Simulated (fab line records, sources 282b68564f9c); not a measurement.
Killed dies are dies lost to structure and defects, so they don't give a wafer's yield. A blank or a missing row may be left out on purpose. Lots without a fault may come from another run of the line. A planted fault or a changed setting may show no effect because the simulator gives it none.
fab line records | flow rit_cmos
record lots=15 wafers=45 last_day=7
route steps=202 shown NSD@133
lots that met no fault: from a run of the same line without faults
start_h: hours from the record's first day to the start of the lot's first wafer shown | wait_h: hours since the lot's step before | " the same as in the row above | L1.1+2: a row that stands for several wafers | - no value, or no start given | * or withheld: withheld | < > ~ a bound
route shown NAME@n: a module of which the file shows steps, and the number in the route of the first | usual: mean/standard deviation of fault-free wafers | same: alike in all rows | chamber/n: place in a boat | sites: the reading at each site | _std_site: their standard deviation | _edge_site: outer sites' mean less inner sites' | radius_mm: how far each site lies from the wafer's centre | mask NAME#n: copy n | behind: the tool/chamber that last shaped the wafer | hold: why the lot was held/for how many hours/how that ended | device: the transistor (n, p or np) that didn't switch | end of line: the same wafers' tests at the end of the route | a step without rows: its recipe alone | killed: dies lost to structure and defects at the first sort, not the wafer's yield | map: a wafer's dies, x killed, . not, _ none there
set.NAME: the setting as run; set.NAME@STEP: as run at that earlier step | model.NAME: the simulator's own value behind a step, which no gauge read
steps of the route over a sample of lots; a table a step, a row a wafer
## steps
# step RIT_NSD_SOFTBAKE_02
# recipe resist=NOVOLAK temp_c=90 time_s=60
# usual heater_power_total_W=34.56/0.049 plate_temp_C=90.00/0.13
# columns lot.wafer tool chamber start_h wait_h heater_power_total_W plate_temp_C
L359.1 litho_track-04 0 49.22 0.1 34.60 89.91
L359.3 " 0 " " 34.58 89.83
L359.5 " 0 " " 34.58 89.89
L360.3 litho_track-04 0 51.82 0.1 34.54 89.94
L360.4 " 0 " " 34.48 90.12
L360.5 " 0 " " 34.54 90.09
L361.2 litho_track-03 0 59.52 0.1 34.56 90.00
L361.4 " 0 " " 34.60 90.07
L361.6 " 0 " " 34.61 90.29
L363.1 litho_track-04 0 68.72 0.1 34.54 90.07
L363.2 " 0 " " 34.65 90.12
L363.6 " 0 " " 34.57 90.11
L364.3 litho_track-01 0 78.41 0.1 34.52 89.78
L364.4 " 0 " " 34.59 89.88
L364.6 " 0 " " 34.65 89.91
L365.1 litho_track-03 0 81.20 0.1 34.58 90.04
L365.2 " 0 " " 34.59 89.89
L365.3 " 0 " " 34.55 89.70
L367.3 litho_track-03 0 91.43 0.1 34.62 90.26
L367.4 " 0 " " 34.58 90.11
L367.5 " 0 " " 34.54 90.10
L369.1 litho_track-03 0 102.56 0.1 34.62 90.21
L369.5 " 0 " " 34.58 90.14
L369.6 " 0 " " 34.60 90.08
L371.1 litho_track-03 0 111.83 0.1 34.46 89.96
L371.2 " 0 " " 34.57 89.83
L371.3 " 0 " " 34.55 89.98
L374.3 litho_track-03 0 129.54 0.1 32.58 86.45
L374.4 " 0 " " 32.50 86.27
L374.6 " 0 " " 32.53 86.38
L375.1 litho_track-03 0 133.46 0.1 32.42 86.20
L375.2 " 0 " " 32.51 86.30
L375.4 " 0 " " 32.55 86.28
L376.4 litho_track-04 0 138.31 0.1 34.59 90.09
L376.5 " 0 " " 34.45 90.09
L376.6 " 0 " " 34.55 89.89
L377.1 litho_track-03 0 147.19 0.1 32.65 86.05
L377.3 " 0 " " 32.49 86.08
L377.5 " 0 " " 32.54 86.07
L379.4 litho_track-04 0 152.13 0.1 34.50 90.07
L379.5 " 0 " " 34.59 89.90
L379.6 " 0 " " 34.61 90.01
L380.1 litho_track-01 0 154.36 0.1 34.48 90.01
L380.3 " 0 " " 34.57 90.03
L380.4 " 0 " " 34.60 90.02
## key
first_sign step=RIT_NSD_SOFTBAKE_02 reading=heater_power_total_W direction=down sigmas=41 usual=34.56 struck=32.53
effect step=RIT_NSD_SOFTBAKE_02 reading=plate_temp_C direction=down sigmas=29 usual=* struck=*
met_at RIT_NSD_SOFTBAKE_02
struck_lots L374,L375,L377
tester_left_out L374,L375,L377
onset_between 111.83 129.54
fault kind=process_parameter_drift tool=litho_track-03 chamber=- onset_h=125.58 steps=RIT_NSD_SOFTBAKE_02 channel=temp_c offset=* shape=step end_h=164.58 acts_in=* stated=*
# tester_left_out: of these lots the tester's yield and bins aren't shown, on N5 and GAA mostly nor the transistor test; their killed dies are dies lost to structure and defects alone, not to doping, threshold or leakage, so they don't give the yield
